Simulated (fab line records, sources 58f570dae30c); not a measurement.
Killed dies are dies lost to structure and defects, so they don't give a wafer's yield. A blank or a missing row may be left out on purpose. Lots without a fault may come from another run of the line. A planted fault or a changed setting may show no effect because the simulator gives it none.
Split-lot experiment | flow berkeley_cmos170 | 5 lots, 23 wafers read, on a route of 331 steps

THE SPLIT
At UCB170_NLDD_IMPLANT_09, the setting dose_cm2 was moved away from the recipe's 5e+13 on 10 of the 23 wafers read, by +1.9% to +6.2%. The other wafers ran this setting at the recipe's value.

FROM THE SPLIT TO THE READING: what the file shows between them, 9 steps
- UCB170_NLDD_STRIP_10: strips in O2
- UCB170_PSD_EXPOSE_03: exposes mask PSELECT MOD, target cd 1200 nm (also split here: dose_mj)
- UCB170_PSD_PEB_04
- UCB170_PSD_DEVELOP_05: develop time 45 s
- UCB170_PSD_CD_MEAS_06: target cd 1200 nm
- UCB170_PSD_IMPLANT_08 (also split here: energy_kev)
- UCB170_PSD_STRIP_09: strips in O2
- UCB170_SDANNEAL_RTA_01: time 5 s (also split here: time_s)
- UCB170_SDANNEAL_RS_MEAS_02: measures by four-point-probe

THE READING
NLDD_RS, in ohm/sq, at UCB170_SDANNEAL_RS_MEAS_05 (measures by four-point-probe). Fault-free wafers of this fab line usually give 617.0 ohm/sq, standard deviation 1.1 ohm/sq.

wafer  | tool, chamber at the split | dose_cm2 as run | against the recipe | NLDD_RS, ohm/sq | against lot-mates on the recipe
L075.1 | implanter-04, 0            | 5.097e+13       | +1.9%              | 611.7           | -4.4
L075.2 | implanter-04, 0            | 5.097e+13       | +1.9%              | 612.4           | -3.7
L075.3 | implanter-04, 0            | 5e+13           | recipe             | 615.7           | -
L075.4 | implanter-04, 0            | 5.097e+13       | +1.9%              | 613.7           | -2.4
L075.5 | implanter-04, 0            | 5e+13           | recipe             | 616.5           | -
L076.1 | implanter-03, 0            | 5.31e+13        | +6.2%              | 604.4           | -13.6
L076.3 | implanter-03, 0            | 5.31e+13        | +6.2%              | 606.3           | -11.7
L076.4 | implanter-03, 0            | 5e+13           | recipe             | 619.2           | -
L076.5 | implanter-03, 0            | 5e+13           | recipe             | 615.8           | -
L076.6 | implanter-03, 0            | 5e+13           | recipe             | 618.9           | -
L082.1 | implanter-03, 0            | 5.182e+13       | +3.6%              | 609.2           | -6.8
L082.2 | implanter-03, 0            | 5e+13           | recipe             | 616.4           | -
L082.3 | implanter-03, 0            | 5.182e+13       | +3.6%              | 610.3           | -5.8
L082.5 | implanter-03, 0            | 5e+13           | recipe             | 615.7           | -
L082.6 | implanter-03, 0            | 5.182e+13       | +3.6%              | 609.2           | -6.8
L080.1 | implanter-04, 0            | 5e+13           | recipe             | 616.7           | -
L080.3 | implanter-04, 0            | 5e+13           | recipe             | 619.2           | -
L080.4 | implanter-04, 0            | 5.138e+13       | +2.8%              | 612.1           | -5.7
L080.5 | implanter-04, 0            | 5.138e+13       | +2.8%              | 613.1           | -4.7
L080.6 | implanter-04, 0            | 5e+13           | recipe             | 617.6           | -
L085.1 | implanter-04, 0            | 5e+13           | recipe             | 617.9           | -
L085.3 | implanter-04, 0            | 5e+13           | recipe             | 618.9           | -
L085.5 | implanter-04, 0            | 5e+13           | recipe             | 616.5           | -

THE FIT
A straight line over all 23 wafers: NLDD_RS changes by -1.98 ohm/sq for each +1% of dose_cm2; r = -0.96; the points scatter about the line by 1.2 ohm/sq.
The same after taking each lot's own level away (the mean of its wafers on the recipe; 23 wafers): -1.95 ohm/sq for each +1%; r = -0.97; scatter 0.99 ohm/sq.
On that fit, the largest move of dose_cm2 shifts the reading by 12 ohm/sq.
The lots' own levels span 616.05 to 617.97 ohm/sq, that is 1.7 times the standard deviation above.
So the lot-to-lot level changes the slope little: the two slopes agree.
Check: with one of the wafers moved furthest among these (+6.2%) left out of the fit, the line predicts -11.4 ohm/sq for it against its lot-mates. It came out at -13.6 ohm/sq against them.

OTHER SPLITS ON THESE WAFERS
These wafers also went through other splits before the reading. Each is held against what the fit with the lots' levels taken away leaves over:
other split on the same wafers    | wafers away from the commonest value | r with NLDD_RS (lot level and that fit taken away)
UCB170_GATE_EXPOSE_09 dose_mj     | 3                                    | +0.13
UCB170_PLDD_PEB_04 peb_temp_c     | 11                                   | -0.16
UCB170_NLDD_COAT_01 resist_thk_nm | 10                                   | -0.28
UCB170_PSD_EXPOSE_03 dose_mj      | 8                                    | -0.10
UCB170_PSD_IMPLANT_08 energy_kev  | 10                                   | -0.16
UCB170_SDANNEAL_RTA_01 time_s     | 4                                    | -0.08

THE FILE'S OWN FIT
NLDD_RS changes by -1.95 ohm/sq for each +1% of dose_cm2, r = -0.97.
